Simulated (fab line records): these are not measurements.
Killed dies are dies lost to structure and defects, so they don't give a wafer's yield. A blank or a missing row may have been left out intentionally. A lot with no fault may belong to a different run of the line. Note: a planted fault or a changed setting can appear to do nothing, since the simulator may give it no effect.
Which tool is to blame? :: flow berkeley_cmos170 :: 14 lots, 42 wafers sampled, at 3 steps of a route of 331

## WHAT THE GAUGES READ, wafer by wafer
UCB170_NLDD_TW_MEAS_11. Usual: NLDD_TW gives 2213 (standard deviation 12).
lot: L627
measured: day 6 16:30
on: film_metro-04
NLDD_TW: 2226 2211 2221
flag: 

lot: L629
measured: day 7 04:55
on: film_metro-01
NLDD_TW: 2218 2206 2214
flag: 

lot: L631
measured: day 7 09:35
on: film_metro-01
NLDD_TW: 2220 2219 2215
flag: 

lot: L630
measured: day 7 11:09
on: film_metro-04
NLDD_TW: 2221 2234 2234
flag: 

lot: L632
measured: day 7 13:36
on: film_metro-01
NLDD_TW: 2210 2210 2220
flag: 

lot: L634
measured: day 7 13:57
on: film_metro-03
NLDD_TW: 2217 2215 2212
flag: 

lot: L636
measured: day 8 11:29
on: film_metro-04
NLDD_TW: 2196 2195 2214
flag: 

lot: L637
measured: day 8 11:44
on: film_metro-03
NLDD_TW: 2243 2240 2247
flag: 

lot: L635
measured: day 8 11:45
on: film_metro-04
NLDD_TW: 2203 2207 2209
flag: 

lot: L638
measured: day 8 19:20
on: film_metro-04
NLDD_TW: 2206 2204 2199
flag: 

lot: L639
measured: day 8 19:56
on: film_metro-01
NLDD_TW: 2203 2192 2198
flag: 

lot: L644
measured: day 10 01:13
on: film_metro-01
NLDD_TW: 2210 2192 2194
flag: 

lot: L647
measured: day 10 07:11
on: film_metro-04
NLDD_TW: 2365 2367 2380
flag: OFF

lot: L649
measured: day 10 16:26
on: film_metro-03
NLDD_TW: 2380 2382 2392
flag: OFF

UCB170_SDANNEAL_RS_MEAS_05: the measuring method here is four-point-probe. Usual: NLDD_RS gives 616.1 ohm/sq (standard deviation 1.4).
lot: L627
measured: day 7 01:48
on: film_metro-04
NLDD_RS (ohm/sq): 615.7 616.2 616.7
flag: 

lot: L629
measured: day 7 17:11
on: film_metro-04
NLDD_RS (ohm/sq): 616.5 617.9 616.6
flag: 

lot: L631
measured: day 7 18:15
on: film_metro-01
NLDD_RS (ohm/sq): 614.2 614.3 615.0
flag: 

lot: L630
measured: day 7 20:08
on: film_metro-03
NLDD_RS (ohm/sq): 619.2 618.5 617.6
flag: 

lot: L632
measured: day 8 00:09
on: film_metro-01
NLDD_RS (ohm/sq): 614.3 617.0 615.7
flag: 

lot: L634
measured: day 7 23:49
on: film_metro-03
NLDD_RS (ohm/sq): 615.8 616.6 617.8
flag: 

lot: L636
measured: day 8 22:52
on: film_metro-03
NLDD_RS (ohm/sq): 617.0 617.0 615.8
flag: 

lot: L637
measured: day 8 23:06
on: film_metro-01
NLDD_RS (ohm/sq): 615.3 615.8 616.3
flag: 

lot: L635
measured: day 8 22:58
on: film_metro-04
NLDD_RS (ohm/sq): 616.0 614.5 615.1
flag: 

lot: L638
measured: day 9 04:11
on: film_metro-01
NLDD_RS (ohm/sq): 613.9 613.9 613.3
flag: 

lot: L639
measured: day 9 05:01
on: film_metro-03
NLDD_RS (ohm/sq): 615.6 615.3 618.2
flag: 

lot: L644
measured: day 10 11:16
on: film_metro-03
NLDD_RS (ohm/sq): 616.5 617.0 617.3
flag: 

lot: L647
measured: day 10 15:37
on: film_metro-04
NLDD_RS (ohm/sq): 514.3 513.2 513.7
flag: OFF

lot: L649
measured: day 11 04:23
on: film_metro-04
NLDD_RS (ohm/sq): 512.5 514.7 513.4
flag: OFF

## WHICH TOOL RAN EACH LOT (tool, then ch and the chambers of the sampled wafers, then the start)
lot: L627
UCB170_NLDD_IMPLANT_08: implanter-02 ch 0, day 6 16:08

lot: L629
UCB170_NLDD_IMPLANT_08: implanter-03 ch 0, day 7 04:31

lot: L631
UCB170_NLDD_IMPLANT_08: implanter-03 ch 0, day 7 09:11

lot: L630
UCB170_NLDD_IMPLANT_08: implanter-04 ch 0, day 7 10:46

lot: L632
UCB170_NLDD_IMPLANT_08: implanter-04 ch 0, day 7 13:12

lot: L634
UCB170_NLDD_IMPLANT_08: implanter-03 ch 0, day 7 13:35

lot: L636
UCB170_NLDD_IMPLANT_08: implanter-02 ch 0, day 8 11:06

lot: L637
UCB170_NLDD_IMPLANT_08: implanter-03 ch 0, day 8 11:20

lot: L635
UCB170_NLDD_IMPLANT_08: implanter-04 ch 0, day 8 11:21

lot: L638
UCB170_NLDD_IMPLANT_08: implanter-03 ch 0, day 8 18:56

lot: L639
UCB170_NLDD_IMPLANT_08: implanter-02 ch 0, day 8 19:32

lot: L644
UCB170_NLDD_IMPLANT_08: implanter-04 ch 0, day 10 00:49

lot: L647
UCB170_NLDD_IMPLANT_08: implanter-03 ch 0, day 10 06:49

lot: L649
UCB170_NLDD_IMPLANT_08: implanter-03 ch 0, day 10 16:02
- UCB170_NLDD_IMPLANT_08

## AS READ BY THE TOOLS THEMSELVES (means over the sampled wafers that have a number; for cases with no such wafer, the mark the record gives instead)
UCB170_NLDD_IMPLANT_08. Usual: dose_ions_cm2 5.001e+13, standard deviation 5e+10; faraday_current_uA 158, standard deviation 3.3.
lot: L627
tool: implanter-02
dose_ions_cm2: 4.997e+13
faraday_current_uA: 155
flag: 

lot: L629
tool: implanter-03
dose_ions_cm2: 4.995e+13
faraday_current_uA: 157
flag: 

lot: L631
tool: implanter-03
dose_ions_cm2: 5.001e+13
faraday_current_uA: 158
flag: 

lot: L630
tool: implanter-04
dose_ions_cm2: 5.003e+13
faraday_current_uA: 157
flag: 

lot: L632
tool: implanter-04
dose_ions_cm2: 5.001e+13
faraday_current_uA: 161
flag: 

lot: L634
tool: implanter-03
dose_ions_cm2: 5.002e+13
faraday_current_uA: 161
flag: 

lot: L636
tool: implanter-02
dose_ions_cm2: 5.000e+13
faraday_current_uA: 158
flag: 

lot: L637
tool: implanter-03
dose_ions_cm2: 5.000e+13
faraday_current_uA: 160
flag: 

lot: L635
tool: implanter-04
dose_ions_cm2: 5.000e+13
faraday_current_uA: 160
flag: 

lot: L638
tool: implanter-03
dose_ions_cm2: 5.001e+13
faraday_current_uA: 158
flag: 

lot: L639
tool: implanter-02
dose_ions_cm2: 5.003e+13
faraday_current_uA: 160
flag: 

lot: L644
tool: implanter-04
dose_ions_cm2: 5.000e+13
faraday_current_uA: 157
flag: 

lot: L647
tool: implanter-03
dose_ions_cm2: 8.027e+13
faraday_current_uA: 255
flag: OFF

lot: L649
tool: implanter-03
dose_ions_cm2: 8.026e+13
faraday_current_uA: 250
flag: OFF

## THE ANSWER, worked out from the rows above alone
Rule: a lot is off if the mean of its wafers that have a number lies more than 3 standard deviations from the usual mean. Also off: a lot with no number at a reading for which 4 or more lots have one. Any other lot the step has rows for is counted as sound. After the gauges, taken in route order, come the tools' own readings; for these a lot's mean is taken, as printed above. At the first step where some lot is off, the reading lying furthest off is the one used; lots without a number count as furthest.
Off: at UCB170_NLDD_TW_MEAS_11 (NLDD_TW), L647, L649.
A tool fits if, at a process step before that reading, it ran every lot that is off, and no sound lot after the first of them. Not tried: the gauges at UCB170_NLDD_TW_MEAS_11; whatever is off there is also off at UCB170_NLDD_IMPLANT_08, on other tools, and gauge error can't account for it. One fits: implanter-03 at UCB170_NLDD_IMPLANT_08. A fault onset in the window from L638 (day 8 18:56, its last sound lot) to L647 (day 10 06:49, its first lot off) fits.
The tool's own readings at UCB170_NLDD_IMPLANT_08 bear it out: on the lots that are off they differ by more than 5 times the standard deviation of the sound lots' means. dose_ions_cm2 reads 8.026e+13 there against 5.000e+13 on the sound lots; faraday_current_uA reads 252 there against 158 on the sound lots.

## WHAT THE SIMULATOR PUT IN
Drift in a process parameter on implanter-03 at UCB170_NLDD_IMPLANT_08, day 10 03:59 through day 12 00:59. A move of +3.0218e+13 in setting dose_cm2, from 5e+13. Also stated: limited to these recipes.
Shown lots that were struck: L647, L649. This agrees with what the rule above found.
